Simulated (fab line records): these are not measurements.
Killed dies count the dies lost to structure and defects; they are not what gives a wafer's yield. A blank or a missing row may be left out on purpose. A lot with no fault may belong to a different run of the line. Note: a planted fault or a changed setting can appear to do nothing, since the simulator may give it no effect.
A single fault, viewed from 2 desks    flow berkeley cmos170    every desk sees just its own numbers, and what lay behind them comes last

## AT THE METROLOGY DESK
What the gauges read, lot by lot, whatever tool the lot ran on: means of the sampled wafers that have a number. Marked OUT: a lot whose mean sits more than 4 standard deviations from the usual mean, which makes it out of limits; the brackets give that distance.
Columns: A = GATE_POLY_THK at UCB170_GATE_THK_MEAS_05, usual 215.1 nm; B = PLDD_TW at UCB170_PLDD_TW_MEAS_11, usual 1019; C = PSD_TW at UCB170_PSD_TW_MEAS_10, usual 2351; D = cd nm at UCB170_NSD_CD_MEAS_06, usual 1199.8 nm; E = PLDD_RS at UCB170_SDANNEAL_RS_MEAS_04, usual 1033.8 ohm/sq
lot   first seen here  A      B               C     D       E
L749  day 7 06:20      213.0  1117 (+11) OUT  2325  1198.8  840.8 (-67) OUT
L752  day 7 15:16      215.8  1118 (+11) OUT  2365  1196.6  843.1 (-66) OUT
L757  day 8 20:32      215.3  1028            2347  1199.2  1039.0
L758  day 8 20:32      213.2  1020            2329  1200.3  1031.5
L760  day 9 06:40      215.4  1032            2331  1196.8  1033.2
L761  day 9 06:41      216.4  1026            2365  1198.6  1034.0
L762  day 9 22:08      212.5  1026            2352  1203.6  1031.7
L765  day 10 08:36     214.6  1023            2352  1198.8  1031.9
L764  day 10 08:37     217.7  1014            2351  1201.8  1035.7
L766  day 10 08:41     217.7  1016            2358  1200.4  1032.8
L767  day 10 17:37     216.4  1023            2333  1199.5  1035.3
Finding of this desk: L749, L752 out of limits, first seen on L749 at day 7 11:28 (PLDD_TW at UCB170_PLDD_TW_MEAS_11). L757, L758, L760, L761, L762, L765, L764, L766, L767: within limits.

## FOR THE TOOL OWNER'S DESK: implanter-03
The tool's own readings at UCB170_PLDD_IMPLANT_08: means of the sampled wafers that have a number, for each lot that ran on this tool. Marked OUT: a lot whose mean sits more than 4 standard deviations from the usual mean, which makes it out of limits; the brackets give that distance.
Columns: A = beam on s at UCB170_PLDD_IMPLANT_08, usual 10.01 s; B = dose ions cm2 at UCB170_PLDD_IMPLANT_08, usual 5.001e+13; C = faraday current uA at UCB170_PLDD_IMPLANT_08, usual 158
lot   first seen here  A                B                            C
L749  day 7 11:04      14.54 (+23) OUT  7.999e+13 (+99 or more) OUT  175 (+5.4) OUT
L752  day 7 19:07      14.90 (+24) OUT  7.994e+13 (+99 or more) OUT  170
L767  day 10 21:52     9.69             5.001e+13                    164
This desk's verdict: out of limits on L749, L752, starting with L749 at day 7 11:04 (beam on s at UCB170_PLDD_IMPLANT_08). L767: within limits.

## PUT TOGETHER
The tool owner's desk could have raised an alarm at day 7 11:04, on L749, L752.
On L749, L752, the metrology desk was in a position to raise an alarm at day 7 11:28.
Of the lots named, all ran UCB170_PLDD_IMPLANT_08 on implanter-03.

## WHAT THE SIMULATOR PUT IN
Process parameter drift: implanter-03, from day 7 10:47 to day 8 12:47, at UCB170_PLDD_IMPLANT_08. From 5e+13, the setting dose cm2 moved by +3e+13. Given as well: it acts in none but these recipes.
Shown lots that were struck: L749, L752.
Delay (hours) between the fault's onset and each desk's first out-of-limits reading: 0 at the tool owner's desk, 1 at the metrology desk.
